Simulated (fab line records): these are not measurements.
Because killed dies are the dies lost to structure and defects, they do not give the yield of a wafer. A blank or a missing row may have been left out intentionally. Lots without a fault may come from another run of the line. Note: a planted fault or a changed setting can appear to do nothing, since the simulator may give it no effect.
fab line records    flow rit_cmos
record: lots: 6  wafers: 18  last_day: 7
route steps=202 shown NSD@138 PSD@142 SDANNEAL@153 M1@202
lots untouched by any fault: they come from a run of this same line in which no faults occurred
start_h: the number of hours between the record's first day and the start of the first shown wafer of the lot    wait_h: hours from the lot's prior step to this one    " identical to the entry in the row above    L1.1+2: several wafers, shown together as one row    - either no value or no given start    * or withheld: withheld    < > ~ a bound
route shown NAME@n: NAME is a module with steps in the file, n the number in the route of the first one    usual: average and standard deviation across the fault-free wafers    same: alike in all rows    chamber/n: place in a boat    sites: each site's reading    _std_site: their standard deviation    _edge_site: mean of outer sites minus mean of inner sites    radius_mm: for every site, how far away it sits from the centre of the wafer    mask NAME#n: copy n    behind: the last tool/chamber to shape the wafer    hold: cause of the lot's hold/its duration in hours/its outcome    device: the transistor (n, p or np) that didn't switch    end of line: the tests these same wafers got at the end of their route    for a step that has no rows: nothing shown but its recipe    killed: dies that structure and defects cost at the first sort, which is not the same as the wafer's yield    map: a wafer's dies, x killed, . not, _ none there
set.NAME: the setting that was run; set.NAME@STEP: the one run at that earlier step    model.NAME: the simulator's own value behind a step, which no gauge read
certain route steps with their lots: each step a table, each wafer a row
services: a tool's chamber out of use, with start hour (start_h, from the record's first day; less than 0 if before it), hours out, and reason
== steps ==
step: RIT_NSD_HARDBAKE_07
recipe: resist: NOVOLAK  temp_c: 140  time_s: 60
step: RIT_NSD_IMPLANT_08
recipe: species: P  energy_kev: 25  dose_cm2: 1e+15  tilt_deg: 7
step: RIT_NSD_STRIP_09
recipe: chemistry: O2  time_s: 180  resist: NOVOLAK  platen_temp_c: withheld  power_w: 500  pressure_mtorr: 4000  o2_flow_sccm: 4000
usual: drypump_motor_current_A: 6.0/0.53
lot.wafer  tool             chamber  start_h  wait_h  drypump_motor_current_A  rf_hours_counter_h
L526.1     plasma_asher-03  1        67.99    0.1     5.6                      40
L526.2     "                0        "        "       6.4                      40
L526.4     "                1        "        "       5.5                      -
L529.1     plasma_asher-02  1        80.02    0.1     6.4                      29
L529.4     "                1        "        "       6.4                      -
L529.5     "                0        "        "       6.1                      -
L539.1     plasma_asher-02  1        127.99   0.1     6.4                      35
L539.3     "                0        "        "       6.1                      -
L539.4     "                1        "        "       6.4                      -
L540.2     plasma_asher-02  1        135.74   0.1     6.4                      36
L540.5     "                0        "        "       6.1                      -
L540.6     "                1        "        "       6.4                      -
L543.2     plasma_asher-01  0        148.82   0.1     6.6                      51
L543.4     "                1        "        "       5.1                      -
L543.5     "                0        "        "       6.6                      -
L546.2     plasma_asher-03  1        163.50   0.1     5.6                      51
L546.3     "                0        "        "       6.5                      -
L546.5     "                0        "        "       6.5                      -
step: RIT_NSD_TW_MEAS_10
usual: NSD_TW: 3124/22
lot.wafer  tool           chamber  start_h  wait_h  NSD_TW
L526.1     film_metro-04  -        68.16    0.1     3144
L526.2     "              -        "        "       3148
L526.4     "              -        "        "       3163
L529.1     film_metro-02  -        80.19    0.1     3103
L529.4     "              -        "        "       3125
L529.5     "              -        "        "       3118
L539.1     film_metro-04  -        128.16   0.1     3147
L539.3     "              -        "        "       3129
L539.4     "              -        "        "       3150
L540.2     film_metro-04  -        135.93   0.1     3138
L540.5     "              -        "        "       3131
L540.6     "              -        "        "       3137
L543.2     film_metro-04  -        149.01   0.1     3134
L543.4     "              -        "        "       3150
L543.5     "              -        "        "       3136
L546.2     film_metro-04  -        163.68   0.1     3136
L546.3     "              -        "        "       3125
L546.5     "              -        "        "       3147
step: RIT_PSD_HMDS_00
recipe: prime_time_s: 60  prime_temp_c: 140
step: RIT_PSD_COAT_01
recipe: resist: NOVOLAK  spin_rpm: 3250  resist_thk_nm: 1000
step: RIT_PSD_SOFTBAKE_02
recipe: resist: NOVOLAK  temp_c: 90  time_s: 60
step: RIT_PSD_EXPOSE_03
recipe: mask_id: M10  na: 0.57  target_cd_nm: 40900  dose_mj: 250
step: RIT_PSD_PEB_04
recipe: resist: NOVOLAK  temp_c: withheld  time_s: withheld
step: RIT_PSD_DEVELOP_05
recipe: resist: NOVOLAK  develop_time_s: 50  dev_temp_c: 23
step: RIT_PSD_OVL_MEAS_06
usual: PSD_OVL: 0.3/1.7
lot.wafer  tool        chamber  start_h  wait_h  PSD_OVL[nm]
L526.1     overlay-01  -        69.23    -       1.1
L526.2     "           -        "        "       0.8
L526.4     "           -        "        "       -0.1
L529.1     overlay-02  -        81.28    -       2.4
L529.4     "           -        "        "       3.8
L529.5     "           -        "        "       -1.3
L539.1     overlay-02  -        129.07   -       2.8
L539.3     "           -        "        "       0.8
L539.4     "           -        "        "       0.9
L540.2     overlay-01  -        136.96   -       2.5
L540.5     "           -        "        "       2.6
L540.6     "           -        "        "       2.1
L543.2     overlay-01  -        150.10   -       0.3
L543.4     "           -        "        "       2.2
L543.5     "           -        "        "       0.7
L546.2     overlay-01  -        164.71   -       -1.1
L546.3     "           -        "        "       -1.0
L546.5     "           -        "        "       -1.7
step: RIT_PSD_HARDBAKE_07
recipe: resist: NOVOLAK  temp_c: 140  time_s: 60
step: RIT_PSD_IMPLANT_08
recipe: species: BF2  energy_kev: 27  dose_cm2: 5e+15  tilt_deg: 7
usual: dose_ions_cm2: 5e+15/5e+12  tilt_deg: 6.999/0.02
lot.wafer  tool          chamber  start_h  wait_h  dose_ions_cm2  tilt_deg
L526.1     implanter-01  0        69.42    0.1     5.004e+15      7.030
L526.2     "             0        "        "       5.01e+15       7.007
L526.4     "             0        "        "       5.005e+15      7.021
L529.1     implanter-04  0        81.77    0.1     4.999e+15      6.980
L529.4     "             0        "        "       4.996e+15      6.982
L529.5     "             0        "        "       5.004e+15      6.992
L539.1     implanter-04  0        129.26   0.1     4.459e+15      6.983
L539.3     "             0        "        "       4.468e+15      6.974
L539.4     "             0        "        "       4.47e+15       6.956
L540.2     implanter-04  0        137.16   0.1     4.463e+15      7.004
L540.5     "             0        "        "       4.461e+15      6.960
L540.6     "             0        "        "       4.463e+15      6.990
L543.2     implanter-01  0        150.31   0.1     4.994e+15      6.995
L543.4     "             0        "        "       4.999e+15      6.972
L543.5     "             0        "        "       4.997e+15      6.959
L546.2     implanter-01  0        164.92   0.1     5.007e+15      6.996
L546.3     "             0        "        "       5.003e+15      6.981
L546.5     "             0        "        "       5.005e+15      7.013
step: RIT_PSD_STRIP_09
recipe: chemistry: O2  time_s: 180  resist: NOVOLAK  platen_temp_c: withheld  power_w: 500  pressure_mtorr: 4000  o2_flow_sccm: 4000
usual: drypump_motor_current_A: 6.0/0.39
lot.wafer  tool             chamber  start_h  wait_h  drypump_motor_current_A  rf_hours_counter_h
L526.1     plasma_asher-04  1        69.57    0.1     5.4                      42
L526.2     "                0        "        "       6.0                      42
L526.4     "                1        "        "       5.4                      -
L529.1     plasma_asher-04  1        81.92    0.1     5.4                      44
L529.4     "                0        "        "       6.1                      -
L529.5     "                1        "        "       5.4                      -
L539.1     plasma_asher-02  1        129.41   0.1     6.4                      36
L539.3     "                1        "        "       6.4                      -
L539.4     "                0        "        "       6.1                      -
L540.2     plasma_asher-02  0        137.29   0.1     6.1                      36
L540.5     "                0        "        "       6.1                      -
L540.6     "                1        "        "       6.4                      -
L543.2     plasma_asher-03  1        150.43   0.1     5.6                      50
L543.4     "                1        "        "       5.6                      -
L543.5     "                0        "        "       6.5                      -
L546.2     plasma_asher-03  0        165.04   0.1     6.4                      52
L546.3     "                1        "        "       5.6                      -
L546.5     "                0        "        "       6.5                      -
step: RIT_PSD_TW_MEAS_10
usual: PSD_TW: 3435/25
lot.wafer  tool           chamber  start_h  wait_h  PSD_TW
L526.1     film_metro-04  -        69.75    0.1     3459
L526.2     "              -        "        "       3452
L526.4     "              -        "        "       3458
L529.1     film_metro-02  -        82.10    0.1     3407
L529.4     "              -        "        "       3408
L529.5     "              -        "        "       3395
L539.1     film_metro-01  -        129.58   0.1     3357
L539.3     "              -        "        "       3352
L539.4     "              -        "        "       3351
L540.2     film_metro-01  -        137.47   0.1     3353
L540.5     "              -        "        "       3387
L540.6     "              -        "        "       3368
L543.2     film_metro-04  -        150.62   0.1     3445
L543.4     "              -        "        "       3461
L543.5     "              -        "        "       3454
L546.2     film_metro-04  -        165.67   0.6     3434
L546.3     "              -        "        "       3460
L546.5     "              -        "        "       3461
step: RIT_SDANNEAL_CLEAN_00
recipe: chemistry: SC1  mix: 3:3:50  time_s: 600  temp_c: 75
step: RIT_SDANNEAL_CLEAN_01
recipe: chemistry: dHF  dilution: 50:1  time_s: 30
step: RIT_SDANNEAL_CLEAN_02
recipe: chemistry: SC2  mix: 3:3:50  time_s: 600  temp_c: 75  dry: n2_spin
step: RIT_SDANNEAL_RTA_03
recipe: temp_c: 1050  time_s: 5  idle_temp_c: 600  ramp_up_c_per_s: 342  ramp_down_c_per_s: 171  cool_to_c: 600  ambient: N2
usual: wafer_temp_C_max: 1053.6/1.1
lot.wafer  tool           chamber  start_h  wait_h  wafer_temp_C_max
L526.1     rtp_anneal-02  0        70.19    0.0     1053.1
L526.2     "              0        "        "       1053.1
L526.4     "              0        "        "       1053.4
L529.1     rtp_anneal-01  0        82.72    0.0     1053.1
L529.4     "              0        "        "       1052.7
L529.5     "              0        "        "       1053.6
L539.1     rtp_anneal-02  0        130.36   0.0     1054.3
L539.3     "              0        "        "       1053.2
L539.4     "              0        "        "       1054.6
L540.2     rtp_anneal-01  0        137.93   0.0     1052.2
L540.5     "              0        "        "       1054.7
L540.6     "              0        "        "       1056.4
L543.2     rtp_anneal-02  0        151.24   0.0     1052.3
L543.4     "              0        "        "       1055.6
L543.5     "              0        "        "       1052.3
L546.2     rtp_anneal-01  0        166.28   0.0     1053.9
L546.3     "              0        "        "       1052.0
L546.5     "              0        "        "       1053.9
step: RIT_SDANNEAL_RS_MEAS_04
recipe: thk_meas_gauge: four-point-probe
usual: PSD_RS: 116.0/0.39
lot.wafer  tool           chamber  start_h  wait_h  PSD_RS[ohm/sq]
L526.1     film_metro-02  -        70.25    0.0     116.6
L526.2     "              -        "        "       116.6
L526.4     "              -        "        "       116.4
L529.1     film_metro-02  -        82.78    0.0     116.6
L529.4     "              -        "        "       116.4
L529.5     "              -        "        "       116.7
L539.1     film_metro-04  -        130.42   0.0     116.8
L539.3     "              -        "        "       117.4
L539.4     "              -        "        "       117.3
L540.2     film_metro-02  -        138.00   0.1     117.2
L540.5     "              -        "        "       117.0
L540.6     "              -        "        "       117.4
L543.2     film_metro-04  -        151.31   0.1     115.8
L543.4     "              -        "        "       115.9
L543.5     "              -        "        "       116.2
L546.2     film_metro-02  -        166.40   0.1     115.9
L546.3     "              -        "        "       116.1
L546.5     "              -        "        "       116.3
step: RIT_SDANNEAL_RS_MEAS_05
recipe: thk_meas_gauge: four-point-probe
usual: NSD_RS: 84.52/0.28
lot.wafer  tool           chamber  start_h  wait_h  NSD_RS[ohm/sq]
L526.1     film_metro-02  -        70.37    0.1     84.53
L526.2     "              -        "        "       84.56
L526.4     "              -        "        "       84.74
L529.1     film_metro-02  -        82.90    0.1     84.75
L529.4     "              -        "        "       84.73
L529.5     "              -        "        "       84.63
L539.1     film_metro-04  -        130.54   0.1     84.15
L539.3     "              -        "        "       83.97
L539.4     "              -        "        "       83.75
L540.2     film_metro-02  -        138.12   0.1     84.67
L540.5     "              -        "        "       84.79
L540.6     "              -        "        "       84.64
L543.2     film_metro-04  -        151.43   0.1     84.31
L543.4     "              -        "        "       84.44
L543.5     "              -        "        "       84.43
L546.2     film_metro-02  -        166.52   0.1     84.49
L546.3     "              -        "        "       84.70
L546.5     "              -        "        "       84.69
step: RIT_M1_PROBE_99
usual: killed_at_contacts: 0.1/0.25  killed_at_front_end: 8/3.3  killed_dies: 8/3.3  killed_open: 3.9/2.1  killed_short: 3.8/2.2
same: gross_dies: 264  killed_at_M0_to_M3: 0  killed_at_M4_up: 0  killed_at_back_side: 0  killed_at_other: 0
lot.wafer  tool       chamber  start_h  wait_h  killed_at_contacts  killed_at_front_end  killed_dies  killed_open  killed_short  model.etest.contact_pplus.end_ohm_um
L526.1     prober-01  -        79.46    0.1     0                   7                    7            2            5             45.66
L526.2     prober-01  -        79.51    0.1     0                   3                    3            1            1             43.94
L526.4     prober-01  -        79.61    0.2     0                   3                    3            3            0             44.08
L529.1     prober-01  -        91.92    0.1     0                   13                   13           6            7             43.04
L529.4     prober-01  -        92.07    0.2     0                   2                    2            1            1             43.96
L529.5     prober-01  -        92.12    0.2     0                   7                    7            6            1             43.04
L539.1     prober-02  -        138.47   0.1     0                   16                   16           5            11            49.66
L539.3     prober-02  -        138.57   0.2     0                   6                    6            5            1             49.55
L539.4     prober-02  -        138.62   0.2     0                   5                    5            2            3             50.12
L540.2     prober-01  -        146.01   0.1     0                   9                    9            3            6             46.58
L540.5     prober-01  -        146.16   0.2     0                   6                    6            4            2             46.5
L540.6     prober-01  -        146.21   0.2     0                   8                    8            2            6             47.28
L543.2     prober-02  -        158.85   0.1     0                   14                   14           8            6             44.74
L543.4     prober-02  -        158.95   0.2     0                   11                   11           4            7             43.33
L543.5     prober-02  -        159.00   0.2     0                   5                    5            2            3             44.18
L546.2     prober-01  -        175.29   0.1     0                   6                    6            2            4             44.77
L546.3     prober-01  -        175.34   0.2     1                   5                    6            5            1             44.73
L546.5     prober-01  -        175.44   0.2     0                   9                    9            6            3             44.2
killed by level:class
L526.1 GATE:geometric_particle:open=2 SPACER:geometric_particle:short=2 FOX2:geometric_particle:short=1 GATE:geometric_particle:short=1 REOX:geometric_particle:short=1
L526.2 FOX1:geometric_particle:open=1 GATE:geometric_particle:short=1 ACTIVE:coat_microbubble_printed=1
L526.4 GATE:geometric_particle:open=1 REOX:geometric_particle:open=1 SPACER:geometric_particle:open=1
L529.1 GATE:geometric_particle:open=5 GATE:geometric_particle:short=4 FOX1:geometric_particle:short=2 REOX:geometric_particle:open=1 SPACER:geometric_particle:short=1
L529.4 GATE:geometric_particle:open=1 SILICIDE:geometric_particle:short=1
L529.5 GATE:geometric_particle:open=2 FOX1:geometric_particle:open=1 REOX:geometric_particle:open=1 REOX:geometric_particle:short=1 SPACER:geometric_particle:open=1 SILICIDE:geometric_particle:open=1
L539.1 GATE:geometric_particle:short=4 FOX1:geometric_particle:open=3 SILICIDE:geometric_particle:short=3 GATE:geometric_particle:open=2 FOX1:geometric_particle:short=2 SPACER:geometric_particle:short=2
L539.3 SPACER:geometric_particle:open=3 FOX2:geometric_particle:open=1 REOX:geometric_particle:open=1 SPACER:geometric_particle:short=1
L539.4 GATE:geometric_particle:open=2 GATE:geometric_particle:short=2 SPACER:geometric_particle:short=1
L540.2 FOX1:geometric_particle:short=2 GATE:geometric_particle:open=2 GATE:geometric_particle:short=2 SILICIDE:geometric_particle:short=2 SILICIDE:geometric_particle:open=1
L540.5 GATE:geometric_particle:open=2 GATE:geometric_particle:short=2 FOX2:geometric_particle:open=1 SPACER:geometric_particle:open=1
L540.6 GATE:geometric_particle:short=2 REOX:geometric_particle:short=2 SPACER:geometric_particle:short=2 GATE:geometric_particle:open=1 SPACER:geometric_particle:open=1
L543.2 FOX1:geometric_particle:open=3 GATE:geometric_particle:open=3 FOX1:geometric_particle:short=2 GATE:geometric_particle:short=2 REOX:geometric_particle:open=1 REOX:geometric_particle:short=1 SILICIDE:geometric_particle:short=1 SILICIDE:geometric_particle:open=1
L543.4 SILICIDE:geometric_particle:short=3 SILICIDE:geometric_particle:open=3 SPACER:geometric_particle:short=2 FOX1:geometric_particle:short=1 GATE:geometric_particle:short=1 SPACER:geometric_particle:open=1
L543.5 FOX1:geometric_particle:open=2 GATE:geometric_particle:short=2 SILICIDE:geometric_particle:short=1
L546.2 FOX1:geometric_particle:open=2 GATE:geometric_particle:short=2 REOX:geometric_particle:short=1 SILICIDE:geometric_particle:short=1
L546.3 GATE:geometric_particle:open=2 ACTIVE:geometric_particle:short=1 FOX1:geometric_particle:open=1 REOX:geometric_particle:open=1 CONTACT:geometric_particle:open=1
L546.5 SILICIDE:geometric_particle:open=4 GATE:geometric_particle:short=2 FOX2:geometric_particle:short=1 GATE:geometric_particle:open=1 REOX:geometric_particle:open=1
== services ==
tool             chamber  start_h  hours  kind
implanter-01     -        53.08    16.3   pm
plasma_asher-03  -        99.70    4.1    repair
plasma_asher-04  -        108.75   9.0    pm
plasma_asher-04  0        108.75   9.0    vent_cycle
plasma_asher-04  1        108.75   9.0    vent_cycle
plasma_asher-01  -        112.34   9.9    pm
plasma_asher-04  0        117.75   -      clean
plasma_asher-04  1        117.75   -      clean
implanter-01     -        133.72   1.7    repair
implanter-01     -        141.19   3.8    repair
implanter-04     -        159.03   3.1    pm
== key ==
first_sign: step: RIT_PSD_IMPLANT_08  reading: dose_ions_cm2  direction: down  sigmas: 99+  usual: 5e+15  struck: 4.464e+15
effect: step: RIT_SDANNEAL_RS_MEAS_04  reading: PSD_RS  direction: up  sigmas: 3  usual: 116.0  struck: 117.2
model_effect: step: RIT_M1_PROBE_99  value: etest.contact_pplus.end_ohm_um  without: 45.8  struck: 48.28
met_at RIT_PSD_IMPLANT_08
struck_wafers L539.1,L539.3,L539.4,L540.2,L540.5,L540.6
tester_left_out L539,L540
onset_between 81.77 129.26
fault: kind: process_parameter_drift  tool: implanter-04  chamber: -  onset_h: 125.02  steps: RIT_PSD_IMPLANT_08  channel: dose_cm2  offset: -5.3471e+14  shape: step  end_h: 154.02  acts_in: these_recipes_only  stated: 5e+15
tester_left_out: of these lots the tester's yield and bins aren't shown, on N5 and GAA mostly nor the transistor test; their killed dies are dies lost to structure and defects alone, not to doping, threshold or leakage, so they don't give the yield
